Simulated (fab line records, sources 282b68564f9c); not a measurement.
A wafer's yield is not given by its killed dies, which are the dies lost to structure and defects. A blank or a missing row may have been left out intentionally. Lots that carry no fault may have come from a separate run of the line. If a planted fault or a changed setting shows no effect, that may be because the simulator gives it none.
Problem report, 8D (eight disciplines) form, completed by code :: flow ritCmos :: the parts of the form that need people (team, actions taken, sign-off) are left out

## 1. WHAT WENT WRONG
Mean GATE_POLY_THK at RIT_GATE_THK_MEAS_09: 122.2 nm over 6 wafers in 2 lots; fault-free wafers: 249.3 nm, standard deviation 2.4. That is -53 standard deviations from the usual mean.
First observed at day 6 11:36: wafer L704.2, on filmMetro-01. Wafers with a number at this step in the record: 42, from 14 lots. The rule behind "out" and "out of limits": a value lying over 4 standard deviations away from the usual mean. The other wafers with a number count as sound.

## 2. WHAT THIS IS AND IS NOT
question: which readings at this step
is: GATE_POLY_THK
is not: -

question: which lots
is: L704, L705
is not: L685, L686, L687, L689, L690, L693, L694, L695, L701, L706, L707, L708

question: which wafers of those lots
is: all that have a number
is not: -

question: read on which gauges
is: filmMetro-01
is not: filmMetro-03, filmMetro-04

question: when
is: from day 6 11:36
is not: up to then (27 sound wafers); but 9 sound wafers of L706, L707, L708 came after

## 3. SUSPECTS, AND WHAT RULES EACH OUT
Counting: a tool at a process step up to the reading stays a suspect if it ran every lot that is out and no sound lot after the first of them.
- the gauge at RIT_GATE_THK_MEAS_09 is ruled out. All the wafers that are out were read on filmMetro-01, but those of them that RIT_GATE_CVD_08 has rows for are out there too, on other tools.
- lpcvd-02 at RIT_GATE_CVD_08 (deposits poly-Si from SiH4, target thk 250 nm, time 2220 s): kept. It ran every lot that is out, first L704 (day 6 09:58), and no sound lot after that; its last sound lot up to then is L695 (day 4 16:59). Its own readings are out on those wafers: sih4FlowSccm.
Remaining after the count: lpcvd-02 at RIT_GATE_CVD_08.

## 4. THE CAUSE (what the simulator had put in)
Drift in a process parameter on lpcvd-02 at RIT_GATE_CVD_08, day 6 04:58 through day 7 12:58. A move of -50 in setting sih4FlowSccm, from 100.
Counting left only this tool.

## 5. THE EFFECT CHAIN, in route order
One row per reading whose mean, taken over the struck wafers that have a number, lies over 3 standard deviations from the usual. Only readings for which the record gives a usual standard deviation are gone through. hours: the time from each lot's start at the first step in this table that gives one to its start at this step, as a median over the lots. sigmas: the change in usual standard deviations.
hours: 0
step: RIT_GATE_CVD_08
reading: sih4FlowSccm
usual: 100.04 sccm
on struck wafers: 50.25
change: -49.79
sigmas: -99 or more

hours: 2
step: RIT_GATE_THK_MEAS_09
reading: GATE_POLY_THK
usual: 249.3 nm
on struck wafers: 122.2
change: -127.1
sigmas: -53

hours: 3
step: RIT_GATE_ETCH_19
reading: oesProductAu
usual: 0.845 a.u.
on struck wafers: 0.545
change: -0.300
sigmas: -27
Its process steps:
- RIT_GATE_CVD_08: deposits poly-Si from SiH4, target thk 250 nm, time 2220 s.
- RIT_GATE_ETCH_19: etches poly-Si in SF6/CHF3/O2, stops on SiO2, time 172.7 s, target depth 312.5 nm.

## 6. HOW IT WOULD HAVE BEEN CAUGHT EARLIER
In this record the first reading out of limits at a measuring or inspecting step was taken at day 6 11:36, 7 hours after the fault began at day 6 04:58.
Tool's own readings at RIT_GATE_CVD_08, sih4FlowSccm: out on all struck wafers the step has rows for; an alarm limit on them would have tripped on the first.
Of the lots that are out (2), L705 began RIT_GATE_CVD_08 on lpcvd-02 after day 6 11:36. It would have been spared by a hold on the tool at that moment.
